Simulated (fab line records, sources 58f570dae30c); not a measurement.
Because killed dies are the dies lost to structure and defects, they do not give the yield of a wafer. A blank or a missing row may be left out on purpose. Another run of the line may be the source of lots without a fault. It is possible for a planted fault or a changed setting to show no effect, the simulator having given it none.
2 desks, one fault :: flow berkeley cmos170 :: each desk has only its own numbers; what lay behind them comes last

FROM THE METROLOGY DESK
What the gauges read for every lot (on any tool): the sampled wafers with a number, averaged. A lot is out of limits, marked OUT, if its mean lies more than 4 standard deviations from the usual mean; the brackets give that distance.
Columns: A = M1_AL_RS at UCB170_M1_RS_MEAS_01, usual 0.0486 ohm/sq; B = M1_AL_THK at UCB170_M1_THK_MEAS_02, usual 591 nm
lot: L372
first seen here: day 9 04:10
A: 0.0491
B: 582

lot: L373
first seen here: day 9 04:32
A: 0.0480
B: 601

lot: L374
first seen here: day 9 22:29
A: 0.0489
B: 589

lot: L376
first seen here: day 10 14:10
A: 0.0488
B: 587

lot: L375
first seen here: day 10 17:01
A: 0.0483
B: 601

lot: L378
first seen here: day 10 17:36
A: 0.0492
B: 581

lot: L381
first seen here: day 11 01:59
A: 0.0484
B: 600

lot: L384
first seen here: day 11 16:55
A: 0.0482
B: 604

lot: L383
first seen here: day 11 17:25
A: 0.0489
B: 583

lot: L387
first seen here: day 12 02:01
A: 0.0591 (+18) OUT
B: 492 (-10) OUT

lot: L388
first seen here: day 12 12:33
A: 0.0650 (+28) OUT
B: 439 (-16) OUT

lot: L390
first seen here: day 12 22:46
A: 0.0473
B: 600

lot: L391
first seen here: day 12 23:00
A: 0.0491
B: 582

lot: L393
first seen here: day 13 18:34
A: 0.0490
B: 581
Per this desk, out of limits: L387, L388; the first was L387, day 12 02:01 (M1_AL_RS at UCB170_M1_RS_MEAS_01). In limits: L372, L373, L374, L376, L375, L378, L381, L384, L383, L390, L391, L393.

FOR THE TOOL OWNER'S DESK: pvd sputter-04
The tool's own readings at UCB170_M1_SPUTTER_00 (material Al, target thk 600 nm, time 80 s): means of the sampled wafers that have a number, for each lot that ran on this tool. A lot is out of limits, marked OUT, if its mean lies more than 4 standard deviations from the usual mean; the brackets give that distance.
Columns: A = throttle valve pct at UCB170_M1_SPUTTER_00, usual 30.6 %
lot: L373
first seen here: day 9 04:27
A: 30.8

lot: L376
first seen here: day 10 14:05
A: 30.9

lot: L378
first seen here: day 10 17:30
A: 31.1

lot: L387
first seen here: day 12 01:56
A: 31.4

lot: L388
first seen here: day 12 12:25
A: 31.3
This desk found nothing out of limits on any of the 5 lots.

ALL TOGETHER
An alarm was possible from the metrology desk at day 12 02:01, on L387, L388.
The tool owner's desk saw nothing out of limits.
On record at the tool owner's desk: L387, L388, within its limits.
Of the lots named, all ran UCB170_M1_SPUTTER_00 on pvd sputter-04.

WHAT THE SIMULATOR HAD INSERTED
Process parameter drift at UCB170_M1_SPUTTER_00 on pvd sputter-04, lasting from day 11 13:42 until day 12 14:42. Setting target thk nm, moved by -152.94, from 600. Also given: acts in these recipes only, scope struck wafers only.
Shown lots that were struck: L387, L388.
Time in hours between the start of the fault and the first out-of-limits reading at each desk: metrology desk, 12.
